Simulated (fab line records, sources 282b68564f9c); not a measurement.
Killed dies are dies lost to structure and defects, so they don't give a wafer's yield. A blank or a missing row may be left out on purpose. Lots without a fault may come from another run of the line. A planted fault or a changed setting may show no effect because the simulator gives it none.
fab line records | flow rit_cmos
record lots=5 wafers=15 last_day=8
route steps=202 shown ACTIVE@7 FOX1@20 FOX2@23 NWELL@28 PWELL@39 M1@202
lots that met no fault: from a run of the same line without faults
start_h: hours from the record's first day to the start of the lot's first wafer shown | wait_h: hours since the lot's step before | " the same as in the row above | L1.1+2: a row that stands for several wafers | - no value, or no start given | * or withheld: withheld | < > ~ a bound
route shown NAME@n: a module of which the file shows steps, and the number in the route of the first | usual: mean/standard deviation of fault-free wafers | same: alike in all rows | chamber/n: place in a boat | sites: the reading at each site | _std_site: their standard deviation | _edge_site: outer sites' mean less inner sites' | radius_mm: how far each site lies from the wafer's centre | mask NAME#n: copy n | behind: the tool/chamber that last shaped the wafer | hold: why the lot was held/for how many hours/how that ended | device: the transistor (n, p or np) that didn't switch | end of line: the same wafers' tests at the end of the route | a step without rows: its recipe alone | killed: dies lost to structure and defects at the first sort, not the wafer's yield | map: a wafer's dies, x killed, . not, _ none there
set.NAME: the setting as run; set.NAME@STEP: as run at that earlier step | model.NAME: the simulator's own value behind a step, which no gauge read
lots at some steps of the route; a table a step, a row a wafer
services: from which hour (start_h, from the record's first day; less than 0 if before it) a tool's chamber was out of use, for how many hours, and why
## steps
# step RIT_ACTIVE_COAT_06
# recipe resist=NOVOLAK spin_rpm=3250 resist_thk_nm=1000
# step RIT_ACTIVE_SOFTBAKE_07
# recipe resist=NOVOLAK temp_c=90 time_s=60
# step RIT_ACTIVE_EXPOSE_08
# recipe mask_id=M1 na=0.6 source_shape=conventional sigma_outer=0.6 target_cd_nm=1400 dose_mj=221.2
# step RIT_ACTIVE_PEB_09
# recipe resist=NOVOLAK temp_c=withheld time_s=withheld
# step RIT_ACTIVE_DEVELOP_10
# recipe resist=NOVOLAK develop_time_s=50 dev_temp_c=23
# step RIT_ACTIVE_CD_MEAS_11
# recipe target_cd_nm=1400
# usual cd_nm=1400.2/2
# columns lot.wafer tool chamber start_h wait_h cd_nm
L962.1 cd_sem-02 - 20.43 - 1401.5
L962.2 " - " " 1399.6
L962.3 " - " " 1399.6
L964.1 cd_sem-01 - 30.47 - 1398.2
L964.3 " - " " 1399.5
L964.5 " - " " 1399.4
L972.3 cd_sem-02 - 70.53 - 1400.8
L972.4 " - " " 1399.5
L972.5 " - " " 1403.4
L983.2 cd_sem-01 - 124.63 - 1403.8
L983.4 " - " " 1402.9
L983.6 " - " " 1404.2
L984.2 cd_sem-01 - 130.39 - 1398.2
L984.5 " - " " 1398.8
L984.6 " - " " 1397.8
# step RIT_ACTIVE_HARDBAKE_12
# recipe resist=NOVOLAK temp_c=140 time_s=60
# step RIT_ACTIVE_ETCH_13
# recipe stop_on=SiO2 chemistry=SF6 target=Si3N4 time_s=210 over_etch_frac=0.4 SF6_flow_sccm=200 pressure_mtorr=260 rf_w=125 target_depth_a=2100
# usual drypump_motor_current_A=5.5/0.36 oes_product_au=0.819/0.014 throttle_valve_pct=7.52/0.095
# columns lot.wafer tool chamber start_h wait_h drypump_motor_current_A oes_product_au rf_hours_counter_h throttle_valve_pct
L962.1 rie_diel-02 2 20.70 0.1 4.7 0.850 135 7.67
L962.2 " 0 " " 5.6 0.811 145 7.30
L962.3 " 1 " " 5.9 0.835 79 7.56
L964.1 rie_diel-03 0 30.74 0.1 5.6 0.825 99 7.60
L964.3 " 3 " " 5.4 0.826 144 7.51
L964.5 " 2 " " 5.6 0.839 - 7.47
L972.3 rie_diel-03 3 70.76 0.1 5.4 0.807 145 7.51
L972.4 " 0 " " 5.6 0.816 100 7.61
L972.5 " 2 " " 5.5 0.827 - 7.48
L983.2 rie_diel-04 2 124.88 0.1 6.2 0.814 155 7.58
L983.4 " 3 " " 4.8 0.786 73 7.65
L983.6 " 0 " " 5.9 0.816 - 7.45
L984.2 rie_diel-04 1 130.64 0.1 5.7 0.816 30 7.39
L984.5 " 0 " " 5.9 0.819 - 7.44
L984.6 " 3 " " 4.8 0.785 - 7.65
# step RIT_ACTIVE_STRIP_14
# recipe chemistry=O2 time_s=180 resist=NOVOLAK platen_temp_c=withheld power_w=500 pressure_mtorr=4000 o2_flow_sccm=4000
# usual drypump_motor_current_A=5.9/0.6
# columns lot.wafer tool chamber start_h wait_h drypump_motor_current_A rf_hours_counter_h
L962.1 plasma_asher-03 1 20.83 0.1 6.6 38
L962.2 " 0 " " 6.2 38
L962.3 " 0 " " 6.2 -
L964.1 plasma_asher-02 0 30.87 0.1 5.9 35
L964.3 " 0 " " 5.9 -
L964.5 " 0 " " 5.9 -
L972.3 plasma_asher-02 1 70.95 0.1 4.9 -
L972.4 " 0 " " 6.0 -
L972.5 " 1 " " 4.8 -
L983.2 plasma_asher-02 1 125.02 0.1 4.8 1
L983.4 " 1 " " 4.8 -
L983.6 " 1 " " 4.8 -
L984.2 plasma_asher-04 0 130.77 0.1 6.3 35
L984.5 " 0 " " 6.4 -
L984.6 " 1 " " 5.3 -
# step RIT_ACTIVE_CD_MEAS_90
# recipe target_cd_nm=1400
# usual cd_nm=1400.2/2
# columns lot.wafer tool chamber start_h wait_h cd_nm
L962.1 cd_sem-02 - 21.01 0.1 1401.4
L962.2 " - " " 1399.5
L962.3 " - " " 1399.6
L964.1 cd_sem-02 - 31.05 0.1 1398.5
L964.3 " - " " 1399.9
L964.5 " - " " 1399.6
L972.3 cd_sem-02 - 71.11 0.1 1400.6
L972.4 " - " " 1399.7
L972.5 " - " " 1403.6
L983.2 cd_sem-01 - 125.21 0.1 1403.7
L983.4 " - " " 1403.0
L983.6 " - " " 1403.9
L984.2 cd_sem-02 - 130.97 0.1 1398.4
L984.5 " - " " 1398.9
L984.6 " - " " 1397.5
# step RIT_ACTIVE_CLEAN_15
# recipe chemistry=SC1 mix=3:3:50 time_s=600 temp_c=75
# step RIT_ACTIVE_CLEAN_16
# recipe chemistry=dHF dilution=50:1 time_s=30
# step RIT_ACTIVE_CLEAN_17
# recipe chemistry=SC2 mix=3:3:50 time_s=600 temp_c=75 dry=n2_spin
# columns lot.wafer tool chamber start_h wait_h
L962.1+2+3 wet_bench-03 0 21.35 0.0
L964.1+3+5 wet_bench-02 0 31.36 0.0
L972.3+4+5 wet_bench-02 1 71.38 0.0
L983.2+4+6 wet_bench-02 2 125.52 0.0
L984.2+5+6 wet_bench-03 0 131.28 0.0
# step RIT_FOX1_OXIDATION_00
# recipe temp_c=1100 ambient=H2O target_thk_a=3507 p_h2o_torr=720 ox_time_s=1130
# step RIT_FOX1_THK_MEAS_01
# recipe reads=SiO2_of_FOX1_OXIDATION_00
# usual FOX1_OXIDE_THK=352/6.4
# columns lot.wafer tool chamber start_h wait_h FOX1_OXIDE_THK[nm]
L962.1 film_metro-04 - 23.18 0.0 363
L962.2 " - " " 362
L962.3 " - " " 360
L964.1 film_metro-04 - 33.90 0.0 353
L964.3 " - " " 352
L964.5 " - " " 357
L972.3 film_metro-04 - 72.98 0.0 345
L972.4 " - " " 345
L972.5 " - " " 344
L983.2 film_metro-04 - 129.25 0.0 358
L983.4 " - " " 357
L983.6 " - " " 362
L984.2 film_metro-03 - 135.38 0.0 352
L984.5 " - " " 351
L984.6 " - " " 354
# step RIT_FOX1_WET_ETCH_02
# recipe chemistry=BOE target_depth_nm=350 time_s=390 temp_c=21.5 dry=n2_spin dilution=10:1 target=SiO2
# step RIT_FOX2_OXIDATION_00
# recipe temp_c=1100 ambient=H2O target_thk_a=3507 p_h2o_torr=720 ox_time_s=1130
# step RIT_FOX2_THK_MEAS_01
# recipe reads=SiO2_of_FOX2_OXIDATION_00
# usual FOX2_OXIDE_THK=352/5.2
# columns lot.wafer tool chamber start_h wait_h FOX2_OXIDE_THK[nm]
L962.1 film_metro-01 - 24.68 0.0 348
L962.2 " - " " 346
L962.3 " - " " 349
L964.1 film_metro-03 - 35.79 0.0 345
L964.3 " - " " 343
L964.5 " - " " 343
L972.3 film_metro-01 - 74.54 0.0 351
L972.4 " - " " 361
L972.5 " - " " 353
L983.2 film_metro-02 - 131.89 0.0 354
L983.4 " - " " 357
L983.6 " - " " 352
L984.2 film_metro-01 - 139.34 0.0 365
L984.5 " - " " 365
L984.6 " - " " 362
# step RIT_FOX2_CLEAN_02
# recipe chemistry=dHF dilution=50:1 time_s=180
# step RIT_FOX2_WET_ETCH_03
# recipe chemistry=H3PO4 target=Si3N4 target_depth_nm=195 temp_c=165 time_s=2700
# step RIT_FOX2_THK_MEAS_90
# recipe reads=SiO2_of_FOX2_OXIDATION_00
# usual FIELD_OXIDE_LEFT_1_THK=325/5.3
# columns lot.wafer tool chamber start_h wait_h FIELD_OXIDE_LEFT_1_THK[nm]
L962.1 film_metro-01 - 25.62 0.0 321
L962.2 " - " " 319
L962.3 " - " " 322
L964.1 film_metro-03 - 36.67 0.0 318
L964.3 " - " " 316
L964.5 " - " " 316
L972.3 film_metro-03 - 75.42 0.0 324
L972.4 " - " " 333
L972.5 " - " " 326
L983.2 film_metro-01 - 132.83 0.0 327
L983.4 " - " " 329
L983.6 " - " " 324
L984.2 film_metro-02 - 140.21 0.0 338
L984.5 " - " " 338
L984.6 " - " " 336
# step RIT_NWELL_HMDS_00
# recipe prime_time_s=60 prime_temp_c=140
# step RIT_NWELL_COAT_01
# recipe resist=NOVOLAK spin_rpm=2000 resist_thk_nm=1275
# step RIT_NWELL_SOFTBAKE_02
# recipe resist=NOVOLAK temp_c=90 time_s=60
# step RIT_NWELL_EXPOSE_03
# recipe mask_id=M2 na=0.57 target_cd_nm=43900 dose_mj=250
# step RIT_NWELL_PEB_04
# recipe resist=NOVOLAK temp_c=withheld time_s=withheld
# step RIT_NWELL_DEVELOP_05
# recipe resist=NOVOLAK develop_time_s=68 dev_temp_c=23
# step RIT_NWELL_OVL_MEAS_06
# usual NWELL_OVL=-0.2/1.5
# columns lot.wafer tool chamber start_h wait_h NWELL_OVL[nm]
L962.1 overlay-01 - 26.69 - 0.1
L962.2 " - " " 0.6
L962.3 " - " " -0.1
L964.1 overlay-02 - 37.74 - -0.3
L964.3 " - " " 0.3
L964.5 " - " " 0.6
L972.3 overlay-01 - 76.64 - -1.8
L972.4 " - " " -2.4
L972.5 " - " " 0.2
L983.2 overlay-01 - 133.77 - -0.8
L983.4 " - " " -2.6
L983.6 " - " " -1.0
L984.2 overlay-01 - 141.28 - 1.2
L984.5 " - " " 0.9
L984.6 " - " " 0.3
# step RIT_NWELL_HARDBAKE_07
# recipe resist=NOVOLAK temp_c=140 time_s=120
# step RIT_NWELL_IMPLANT_08
# recipe species=P energy_kev=170 dose_cm2=5.076e+13 tilt_deg=7
# step RIT_NWELL_STRIP_09
# recipe chemistry=O2 time_s=180 resist=NOVOLAK platen_temp_c=withheld power_w=500 pressure_mtorr=4000 o2_flow_sccm=4000
# usual drypump_motor_current_A=6.0/0.5
# columns lot.wafer tool chamber start_h wait_h drypump_motor_current_A rf_hours_counter_h
L962.1 plasma_asher-04 1 27.12 0.1 5.3 24
L962.2 " 0 " " 6.3 24
L962.3 " 0 " " 6.3 -
L964.1 plasma_asher-01 1 38.17 0.1 6.5 41
L964.3 " 1 " " 6.5 -
L964.5 " 1 " " 6.5 -
L972.3 plasma_asher-03 1 77.20 0.1 6.6 -
L972.4 " 0 " " 6.2 -
L972.5 " 1 " " 6.6 -
L983.2 plasma_asher-01 0 134.20 0.1 5.5 53
L983.4 " 0 " " 5.5 -
L983.6 " 1 " " 6.6 -
L984.2 plasma_asher-04 1 141.71 0.1 5.3 36
L984.5 " 1 " " 5.3 -
L984.6 " 0 " " 6.3 -
# step RIT_NWELL_TW_MEAS_10
# usual NWELL_TW=2149/16
# columns lot.wafer tool chamber start_h wait_h NWELL_TW
L962.1 film_metro-02 - 27.30 0.1 2177
L962.2 " - " " 2173
L962.3 " - " " 2175
L964.1 film_metro-02 - 38.35 0.1 2161
L964.3 " - " " 2163
L964.5 " - " " 2176
L972.3 film_metro-04 - 77.33 0.1 2136
L972.4 " - " " 2136
L972.5 " - " " 2135
L983.2 film_metro-02 - 134.38 0.1 2174
L983.4 " - " " 2173
L983.6 " - " " 2171
L984.2 film_metro-03 - 141.89 0.1 2161
L984.5 " - " " 2164
L984.6 " - " " 2168
# step RIT_PWELL_HMDS_00
# recipe prime_time_s=60 prime_temp_c=140
# step RIT_PWELL_COAT_01
# recipe resist=NOVOLAK spin_rpm=2000 resist_thk_nm=1300
# step RIT_PWELL_SOFTBAKE_02
# recipe resist=NOVOLAK temp_c=90 time_s=60
# step RIT_PWELL_EXPOSE_03
# recipe mask_id=M3 na=0.57 target_cd_nm=43700 dose_mj=250
# step RIT_PWELL_PEB_04
# recipe resist=NOVOLAK temp_c=withheld time_s=withheld
# step RIT_PWELL_DEVELOP_05
# recipe resist=NOVOLAK develop_time_s=68 dev_temp_c=23
# step RIT_PWELL_OVL_MEAS_06
# usual PWELL_OVL=0.0/1.3
# columns lot.wafer tool chamber start_h wait_h PWELL_OVL[nm]
L962.1 overlay-01 - 28.24 - -3.9
L962.2 " - " " -4.1
L962.3 " - " " -5.1
L964.1 overlay-02 - 39.29 - 0.2
L964.3 " - " " -0.8
L964.5 " - " " 0.7
L972.3 overlay-01 - 78.26 - -1.0
L972.4 " - " " -1.1
L972.5 " - " " -2.5
L983.2 overlay-02 - 135.45 - -0.1
L983.4 " - " " -0.4
L983.6 " - " " 1.0
L984.2 overlay-01 - 142.95 - 0.9
L984.5 " - " " -0.5
L984.6 " - " " 1.0
# step RIT_PWELL_HARDBAKE_07
# recipe resist=NOVOLAK temp_c=140 time_s=120
# step RIT_PWELL_IMPLANT_08
# recipe species=B energy_kev=170 dose_cm2=7e+13 tilt_deg=7
# step RIT_PWELL_STRIP_09
# recipe chemistry=O2 time_s=180 resist=NOVOLAK platen_temp_c=withheld power_w=500 pressure_mtorr=4000 o2_flow_sccm=4000
# usual drypump_motor_current_A=5.8/0.56
# columns lot.wafer tool chamber start_h wait_h drypump_motor_current_A rf_hours_counter_h
L962.1 plasma_asher-01 0 28.67 0.1 5.6 40
L962.2 " 1 " " 6.5 40
L962.3 " 0 " " 5.5 -
L964.1 plasma_asher-04 0 39.72 0.1 6.3 25
L964.3 " 0 " " 6.3 -
L964.5 " 0 " " 6.3 -
L972.3 plasma_asher-01 0 78.75 0.1 5.6 -
L972.4 " 1 " " 6.5 -
L972.5 " 0 " " 5.6 -
L983.2 plasma_asher-01 0 135.88 0.1 5.5 53
L983.4 " 0 " " 5.5 -
L983.6 " 0 " " 5.5 -
L984.2 plasma_asher-04 1 143.38 0.1 5.3 36
L984.5 " 1 " " 5.3 -
L984.6 " 0 " " 6.3 -
# step RIT_M1_PROBE_99
# usual killed_at_contacts=0.1/0.3 killed_at_front_end=7/3.4 killed_dies=7/3.4 killed_open=3.6/2.1 killed_short=3.5/2.1
# same gross_dies=264 killed_at_M0_to_M3=0 killed_at_M4_up=0 killed_at_back_side=0 killed_at_other=0
# columns lot.wafer tool chamber start_h wait_h killed_at_contacts killed_at_front_end killed_dies killed_open killed_short
L962.1 prober-02 - 63.87 0.1 1 10 11 5 6
L962.2 prober-02 - 63.92 0.1 0 7 7 3 4
L962.3 prober-02 - 63.97 0.2 0 8 8 4 4
L964.1 prober-02 - 77.34 0.1 0 5 5 3 2
L964.3 prober-02 - 77.44 0.2 2 3 5 2 3
L964.5 prober-02 - 77.54 0.2 0 1 1 0 1
L972.3 prober-02 - 118.83 0.2 0 13 13 6 7
L972.4 prober-02 - 118.88 0.2 0 4 4 3 1
L972.5 prober-02 - 118.93 0.2 0 9 9 7 2
L983.2 prober-02 - 173.33 0.1 0 39 39 2 3
L983.4 prober-02 - 173.43 0.2 0 43 43 1 7
L983.6 prober-02 - 173.53 0.2 0 43 43 2 5
L984.2 prober-01 - 182.00 0.1 0 9 9 4 5
L984.5 prober-01 - 182.15 0.2 0 6 6 2 4
L984.6 prober-01 - 182.20 0.2 0 7 7 5 2
# killed by level:class
L962.1 GATE:geometric_particle:open=4 GATE:geometric_particle:short=2 FOX2:geometric_particle:short=1 REOX:geometric_particle:short=1 SPACER:geometric_particle:open=1 SPACER:geometric_particle:short=1 CONTACT:geometric_particle:short=1
L962.2 GATE:geometric_particle:short=3 GATE:geometric_particle:open=2 SPACER:geometric_particle:open=1 SILICIDE:geometric_particle:short=1
L962.3 GATE:geometric_particle:short=3 SILICIDE:geometric_particle:open=2 GATE:geometric_particle:open=1 FOX1:geometric_particle:open=1 SPACER:geometric_particle:short=1
L964.1 FOX1:geometric_particle:open=2 FOX2:geometric_particle:short=1 REOX:geometric_particle:short=1 SILICIDE:geometric_particle:open=1
L964.3 FOX1:geometric_particle:open=1 GATE:geometric_particle:short=1 REOX:geometric_particle:short=1 CONTACT:geometric_particle:open=1 CONTACT:geometric_particle:short=1
L964.5 SPACER:geometric_particle:short=1
L972.3 GATE:geometric_particle:open=4 GATE:geometric_particle:short=4 FOX1:geometric_particle:open=2 FOX1:geometric_particle:short=1 SPACER:geometric_particle:short=1 SILICIDE:geometric_particle:short=1
L972.4 FOX1:geometric_particle:open=2 FOX1:geometric_particle:short=1 GATE:geometric_particle:open=1
L972.5 GATE:geometric_particle:open=4 GATE:geometric_particle:short=2 SILICIDE:geometric_particle:open=2 FOX2:geometric_particle:open=1
L983.2 ACTIVE:unspecified=34 FOX1:geometric_particle:short=1 FOX2:geometric_particle:open=1 GATE:geometric_particle:short=1 GATE:geometric_particle:open=1 SPACER:geometric_particle:short=1
L983.4 ACTIVE:unspecified=35 GATE:geometric_particle:short=3 FOX1:geometric_particle:short=2 REOX:geometric_particle:short=2 GATE:geometric_particle:open=1
L983.6 ACTIVE:unspecified=36 FOX2:geometric_particle:short=2 GATE:geometric_particle:short=2 REOX:geometric_particle:open=2 SPACER:geometric_particle:short=1
L984.2 FOX1:geometric_particle:short=3 GATE:geometric_particle:open=2 FOX1:geometric_particle:open=1 GATE:geometric_particle:short=1 SPACER:geometric_particle:short=1 SILICIDE:geometric_particle:open=1
L984.5 SILICIDE:geometric_particle:short=2 FOX1:geometric_particle:open=1 FOX2:geometric_particle:short=1 GATE:geometric_particle:short=1 REOX:geometric_particle:open=1
L984.6 FOX1:geometric_particle:open=1 FOX1:geometric_particle:short=1 FOX2:geometric_particle:short=1 GATE:geometric_particle:open=1 REOX:geometric_particle:open=1 SPACER:geometric_particle:open=1 SILICIDE:geometric_particle:open=1
# map L983.4 (x killed, . not)
________.x....._______
_____.............____
____...............___
___.......x.........__
__.....xx.xxxx......._
__......xxxxxxx......_
_......xxxxxxxx.x..x..
_.......xxxxxx........
_.......xxxxxx......x.
_..........xx.........
__.............x...x._
__........x.........._
___.................__
____...............___
_____.............____
________......._______
# map L964.1 (x killed, . not)
________......._______
_____x............____
____...............___
___.....x...........__
__..................._
__.x.............x..._
_.x...................
_.....................
_.....................
_.....................
__..................._
__..................._
___.................__
____...............___
_____.............____
________......._______
## services
# columns tool chamber start_h hours kind
rie_diel-03 3 -1.71 3.5 repair
rie_diel-04 0 11.36 3.8 repair
rie_diel-04 - 14.80 0.3 repair
plasma_asher-04 - 28.31 5.7 repair
rie_diel-02 - 40.62 2.8 pm
rie_diel-04 1 59.89 7.6 repair
rie_diel-02 3 65.81 5.9 repair
rie_diel-04 - 66.83 0.9 repair
plasma_asher-03 - 70.37 1.0 repair
plasma_asher-02 - 77.49 2.8 pm
plasma_asher-03 - 93.07 7.8 repair
rie_diel-03 1 93.32 - clean
rie_diel-03 1 93.32 31.0 scheduled_down
rie_diel-03 1 93.32 31.0 vent_cycle
rie_diel-03 - 94.12 0.2 repair
plasma_asher-02 - 108.75 9.0 pm
plasma_asher-02 0 108.75 9.0 vent_cycle
plasma_asher-02 1 108.75 9.0 vent_cycle
plasma_asher-02 0 117.75 - clean
plasma_asher-02 1 117.75 - clean
rie_diel-03 3 129.62 4.2 repair
rie_diel-04 2 129.77 - clean
rie_diel-04 2 129.77 32.4 scheduled_down
plasma_asher-01 - 141.93 2.8 pm
## key
first_sign step=RIT_M1_PROBE_99 reading=killed_at_front_end direction=up sigmas=10 usual=7 struck=42
effect step=RIT_M1_PROBE_99 reading=killed_dies direction=up sigmas=10 usual=7 struck=42
met_at RIT_ACTIVE_CLEAN_17
struck_wafers L983.2,L983.4,L983.6
tester_left_out L983
also_fits RIT_ACTIVE_STRIP_14:plasma_asher-02,RIT_NWELL_STRIP_09:plasma_asher-01,RIT_PWELL_STRIP_09:plasma_asher-01
fault kind=chamber_particle_source tool=wet_bench-02 chamber=2 onset_h=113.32 steps=RIT_ACTIVE_CLEAN_17 rate_per_visit_cm2=0.85863 end_h=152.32
# tester_left_out: of these lots the tester's yield and bins aren't shown, on N5 and GAA mostly nor the transistor test; their killed dies are dies lost to structure and defects alone, not to doping, threshold or leakage, so they don't give the yield
